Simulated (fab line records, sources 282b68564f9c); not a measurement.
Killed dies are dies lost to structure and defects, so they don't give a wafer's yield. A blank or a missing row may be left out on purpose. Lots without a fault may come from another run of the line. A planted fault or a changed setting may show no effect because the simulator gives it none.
fab line records | flow rit_cmos
record lots=14 wafers=42 last_day=7
route steps=202 shown M1@184
lots that met no fault: from a run of the same line without faults
start_h: hours from the record's first day to the start of the lot's first wafer shown | wait_h: hours since the lot's step before | " the same as in the row above | L1.1+2: a row that stands for several wafers | - no value, or no start given | * or withheld: withheld | < > ~ a bound
route shown NAME@n: a module of which the file shows steps, and the number in the route of the first | usual: mean/standard deviation of fault-free wafers | same: alike in all rows | chamber/n: place in a boat | sites: the reading at each site | _std_site: their standard deviation | _edge_site: outer sites' mean less inner sites' | radius_mm: how far each site lies from the wafer's centre | mask NAME#n: copy n | behind: the tool/chamber that last shaped the wafer | hold: why the lot was held/for how many hours/how that ended | device: the transistor (n, p or np) that didn't switch | end of line: the same wafers' tests at the end of the route | a step without rows: its recipe alone | killed: dies lost to structure and defects at the first sort, not the wafer's yield | map: a wafer's dies, x killed, . not, _ none there
set.NAME: the setting as run; set.NAME@STEP: as run at that earlier step | model.NAME: the simulator's own value behind a step, which no gauge read
steps of the route over a sample of lots; a table a step, a row a wafer
services: from which hour (start_h, from the record's first day; less than 0 if before it) a tool's chamber was out of use, for how many hours, and why
## steps
# step RIT_M1_SPUTTER_00
# recipe material=Al target_thk_nm=400 power_w=2000 chamber_pressure_pa=0.4 gas=Ar time_s=500 substrate_temp_c=25
# usual cathode_dc_power_W=2000.0/0.34 chamber_pressure_pa=0.3999/0.00077 throttle_valve_pct=29.8/0.97 time_s=500/0
# columns lot.wafer tool chamber start_h wait_h cathode_dc_power_W chamber_pressure_pa throttle_valve_pct time_s
L502.3 pvd_sputter-02 - 69.85 0.0 2000.5 0.4002 29.0 500
L502.4 " - " " 2000.2 0.3996 29.4 500
L502.5 " - " " 1999.9 0.3989 29.5 500
L504.1 pvd_sputter-02 - 81.28 0.0 2000.2 0.4004 29.0 500
L504.2 " - " " 2000.3 0.3996 29.5 500
L504.3 " - " " 2000.3 0.4005 28.5 500
L505.1 pvd_sputter-01 - 81.66 0.0 2000.2 0.4004 30.2 500
L505.3 " - " " 1999.9 0.3995 31.3 500
L505.4 " - " " 1999.6 0.4011 31.2 500
L506.2 pvd_sputter-02 - 94.19 0.0 1999.5 0.4011 29.2 500
L506.3 " - " " 1999.7 0.4011 29.3 500
L506.6 " - " " 1999.9 0.4004 28.6 500
L507.3 pvd_sputter-03 - 96.91 0.0 1999.8 0.3983 30.1 500
L507.5 " - " " 2000.4 0.4001 29.8 500
L507.6 " - " " 2000.2 0.4006 29.4 500
L508.1 pvd_sputter-02 - 97.92 0.0 2000.5 0.4008 28.5 500
L508.2 " - " " 1999.7 0.3997 29.2 500
L508.3 " - " " 2000.3 0.4013 30.1 500
L509.4 pvd_sputter-03 - 108.77 0.0 - - - -
L509.5 " - " " - - - -
L509.6 " - " " - - - -
L510.2 pvd_sputter-02 - 109.22 0.0 - - - -
L510.3 " - " " - - - -
L510.4 " - " " - - - -
L518.2 pvd_sputter-02 - 151.27 0.0 2000.3 0.3988 29.1 500
L518.5 " - " " 2000.0 0.3991 30.0 500
L518.6 " - " " 2000.2 0.3990 28.8 500
L519.1 pvd_sputter-03 - 154.75 0.0 1999.6 0.4012 30.2 500
L519.3 " - " " 2000.2 0.3997 32.2 500
L519.5 " - " " 1999.3 0.3999 29.5 500
L520.1 pvd_sputter-02 - 159.45 0.0 2000.3 0.3995 30.0 500
L520.5 " - " " 2000.0 0.3993 29.1 500
L520.6 " - " " 1999.7 0.3991 29.4 500
L521.2 pvd_sputter-01 - 163.55 0.0 1999.4 0.4003 31.3 500
L521.5 " - " " 2000.2 0.4004 30.1 500
L521.6 " - " " 1999.9 0.3992 31.2 500
L522.1 pvd_sputter-02 - 166.70 0.0 1999.7 0.3999 29.9 500
L522.2 " - " " 1999.8 0.3993 29.4 500
L522.4 " - " " 2000.5 0.4000 28.7 500
L523.4 pvd_sputter-03 - 171.41 0.0 1999.7 0.3984 29.7 500
L523.5 " - " " 2000.2 0.3999 32.2 500
L523.6 " - " " 2000.1 0.3997 30.1 500
# step RIT_M1_RS_MEAS_01
# recipe thk_meas_gauge=four-point-probe reads=Al_of_M1_SPUTTER_00
# usual M1_AL_RS=0.0735/0.00095
# columns lot.wafer tool chamber start_h wait_h hold M1_AL_RS[ohm/sq]
L502.3 film_metro-04 - 70.18 0.2 - 0.0735
L502.4 " - " " - 0.0718
L502.5 " - " " - 0.0717
L504.1 film_metro-01 - 81.57 0.1 - 0.0744
L504.2 " - " " - 0.0727
L504.3 " - " " - 0.0746
L505.1 film_metro-04 - 81.96 0.1 - 0.0747
L505.3 " - " " - 0.0735
L505.4 " - " " - 0.0739
L506.2 film_metro-04 - 94.50 0.2 - 0.0718
L506.3 " - " " - 0.0730
L506.6 " - " " - 0.0735
L507.3 film_metro-04 - 97.24 0.2 - 0.0753
L507.5 " - " " - 0.0743
L507.6 " - " " - 0.0747
L508.1 film_metro-01 - 98.21 0.1 - 0.0746
L508.2 " - " " - 0.0747
L508.3 " - " " - 0.0748
L509.4 film_metro-01 - 109.12 0.2 await_dispo/0.2h/release -
L509.5 " - " " await_dispo/0.2h/release -
L509.6 " - " " await_dispo/0.2h/release -
L509.4 film_metro-01 - 109.41 0.3 - -
L509.5 " - " " - -
L509.6 " - " " - -
L510.2 film_metro-01 - 109.53 0.2 await_dispo/0.2h/release -
L510.3 " - " " await_dispo/0.2h/release -
L510.4 " - " " await_dispo/0.2h/release -
L510.2 film_metro-01 - 109.82 0.3 - -
L510.3 " - " " - -
L510.4 " - " " - -
L518.2 film_metro-04 - 151.59 0.2 - 0.0731
L518.5 " - " " - 0.0732
L518.6 " - " " - 0.0732
L519.1 film_metro-02 - 155.04 0.1 - 0.0734
L519.3 " - " " - 0.0728
L519.5 " - " " - 0.0731
L520.1 film_metro-01 - 159.75 0.1 - 0.0741
L520.5 " - " " - 0.0721
L520.6 " - " " - 0.0737
L521.2 film_metro-04 - 163.86 0.2 - 0.0734
L521.5 " - " " - 0.0744
L521.6 " - " " - 0.0734
L522.1 film_metro-01 - 166.99 0.1 - 0.0738
L522.2 " - " " - 0.0729
L522.4 " - " " - 0.0747
L523.4 film_metro-04 - 171.77 0.2 - 0.0727
L523.5 " - " " - 0.0730
L523.6 " - " " - 0.0740
## services
# columns tool chamber start_h hours kind
pvd_sputter-03 - 49.59 1.1 repair
pvd_sputter-03 - 65.36 24.6 repair
pvd_sputter-02 - 84.48 2.0 repair
pvd_sputter-01 - 107.90 4.5 repair
pvd_sputter-01 - 138.30 9.8 repair
pvd_sputter-02 - 155.98 2.3 repair
## key
first_sign step=RIT_M1_SPUTTER_00 reading=tool_record direction=missing
effect step=RIT_M1_RS_MEAS_01 reading=visit direction=added
met_at RIT_M1_SPUTTER_00
struck_lots L509,L510
scrapped_behind RIT_M1_RS_MEAS_01 L509.4,L509.5,L509.6,L510.2,L510.3,L510.4
onset_between 97.92 108.77
fault kind=skipped_step_whole tool=pvd_sputter-02,pvd_sputter-03 chamber=- onset_h=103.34 steps=RIT_M1_SPUTTER_00 scope=struck_lots_only
